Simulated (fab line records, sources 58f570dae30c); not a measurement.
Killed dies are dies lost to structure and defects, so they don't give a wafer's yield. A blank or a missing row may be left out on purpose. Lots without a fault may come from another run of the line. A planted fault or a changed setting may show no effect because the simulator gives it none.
A struck lot beside a sound one | flow berkeley_cmos170 | 17 steps out of a route of 331
Sound: wafers L616.1, L616.3, L616.6. Struck: wafers L625.1, L625.2, L625.4. The cause comes at the end.
At each step with rows: each side's tool, then ch and its chambers, then its first start. Under that, the readings that differ: sound wafers | struck wafers | difference of the means | sigmas: that difference in standard deviations of wafers without a fault.
alike: readings whose means differ by less than 2 such deviations, and words and numbers that are the same on both sides. not compared: withheld readings, readings that some wafer has no value for, bounds like >300 that may hide the same value, and numbers for which the record gives no deviation and whose values overlap.
The two part at a step that has a row with sigmas, a row that says differs or no value, or rows on one side only. Numbers that don't overlap but have no deviation are shown without sigmas and don't part them. A reading that every wafer of one side lacks parts them only if that side has two wafers or more.

UCB170_NWELL_THK_MEAS_02:
  sound on film_metro-03, day 3 15:20; struck on film_metro-02, day 5 07:10
  alike: NWELL_OXIDE_THK
then, 2 steps without rows for these wafers: UCB170_NWELL_ANNEAL_03 (time 900 s); UCB170_NWELL_CVD_04 (deposits Si3N4 from SiH2Cl2/NH3, target thk 224 nm, time 3360 s).
UCB170_NWELL_THK_MEAS_05:
  sound on film_metro-02, day 4 01:03; struck on film_metro-02, day 5 14:36
  alike: NWELL_NITRIDE_THK
then, 4 steps without rows for these wafers: UCB170_NWELL_HMDS_06 (prime time 60 s); UCB170_NWELL_COAT_07 (resist thk 900 nm); UCB170_NWELL_SOFTBAKE_08 (time 60 s); UCB170_NWELL_EXPOSE_09 (exposes mask NWELL, target cd 3000 nm).
UCB170_NWELL_PEB_10:
  sound on litho_track-03 ch 0, day 4 01:58; struck on litho_track-03 ch 0, day 5 16:10
  alike: plate_sensor_t_centre_C, plate_sensor_t_edge_C
then, 1 step without rows for these wafers: UCB170_NWELL_DEVELOP_11 (develop time 45 s).
UCB170_NWELL_OVL_MEAS_12:
  sound on overlay-01, day 4 02:14; struck on overlay-01, day 5 16:26
  alike: NWELL_OVL
UCB170_NWELL_ETCH_13: etches Si3N4 in CH3F/Ar/O2, stops on SiO2, target depth 246.4 nm, time 154 s.
  sound on rie_diel-02 ch 1,3, day 4 02:16; struck on rie_diel-01 ch 0,2,3, day 5 16:28
  alike: O2_flow_sccm, drypump_motor_current_A, oes_product_au, throttle_valve_pct
  not compared: rf_hours_counter_h
UCB170_NWELL_IMPLANT_14:
  sound on implanter-03 ch 0, day 4 02:22; struck on implanter-01 ch 0, day 5 16:34
  reading            | sound                          | struck                        | difference | sigmas
  dose_ions_cm2      | 9.987e+12 9.994e+12 1.0018e+13 | 4.909e+12 4.918e+12 4.907e+12 | -5.088e+12 | -99 or more
  faraday_current_uA | 32.2 32.3 31.7                 | 16.0 16.0 15.1                | -16.4      | -25
  alike: end_station_pressure_torr
UCB170_NWELL_STRIP_15: strips in O2.
  sound on plasma_asher-04 ch 0,1, day 4 02:31; struck on plasma_asher-01 ch 0,1, day 5 16:43
  alike: drypump_motor_current_A, oes_product_au, strip_time_to_endpoint_s
  not compared: rf_hours_counter_h
UCB170_NWELL_TW_MEAS_16:
  sound on film_metro-02, day 4 02:37; struck on film_metro-01, day 5 16:49
  reading  | sound          | struck      | difference | sigmas
  NWELL_TW | 1243 1241 1247 | 983 982 980 | -262       | -37
then, 1 step without rows for these wafers: UCB170_NWELL_CLEAN_17 (cleans in SPM, time 600 s).
-- the record jumps here: 7 days lie between the struck wafers' starts before and after (it left off in module NWELL and takes up again in module M3, whose first step shown is number 331 of the route) --
UCB170_M3_PROBE_99:
  sound on prober-01, day 11 13:38; struck on prober-01, day 12 21:29
  reading                             | sound             | struck            | difference | sigmas
  model.etest.nwell_pinched.rs_ohm_sq | 1288 1278 1283    | 2576 2663 2610    | +1333      |
  model.etest.nwell.rs_ohm_sq         | 866.1 871.7 859.5 | 1566 1596 1585    | +717       |
  model.etest.nwell.line_ohm_um       | 361.4 370.6 367   | 784.6 806.1 794.4 | +428.7     |
  model.etest.nwell.width_nm (nm)     | 2365 2382 2360    | 1987 1997 1991    | -377       |
  model.etest.pmos_turned.drive_ua_um | 305.7 300.6 298.5 | 310.3 315.9 310.3 | +10.6      |
  model.etest.pmos_0p35.drive_ua_um   | 290.8 286.5 284.8 | 297.6 302.1 296.1 | +11.2      |
  not compared: model.etest.pmos_0p6.r_on_ohm_um, model.etest.pmos_0p35.r_on_ohm_um

WHERE THEY PART
First at UCB170_NWELL_IMPLANT_14; last, within this record, at UCB170_NWELL_TW_MEAS_16.

WHY: what the simulator had put in
Process parameter drift: implanter-01, from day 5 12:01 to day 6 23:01, at UCB170_NWELL_IMPLANT_14. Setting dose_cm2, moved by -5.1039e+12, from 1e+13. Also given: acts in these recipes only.
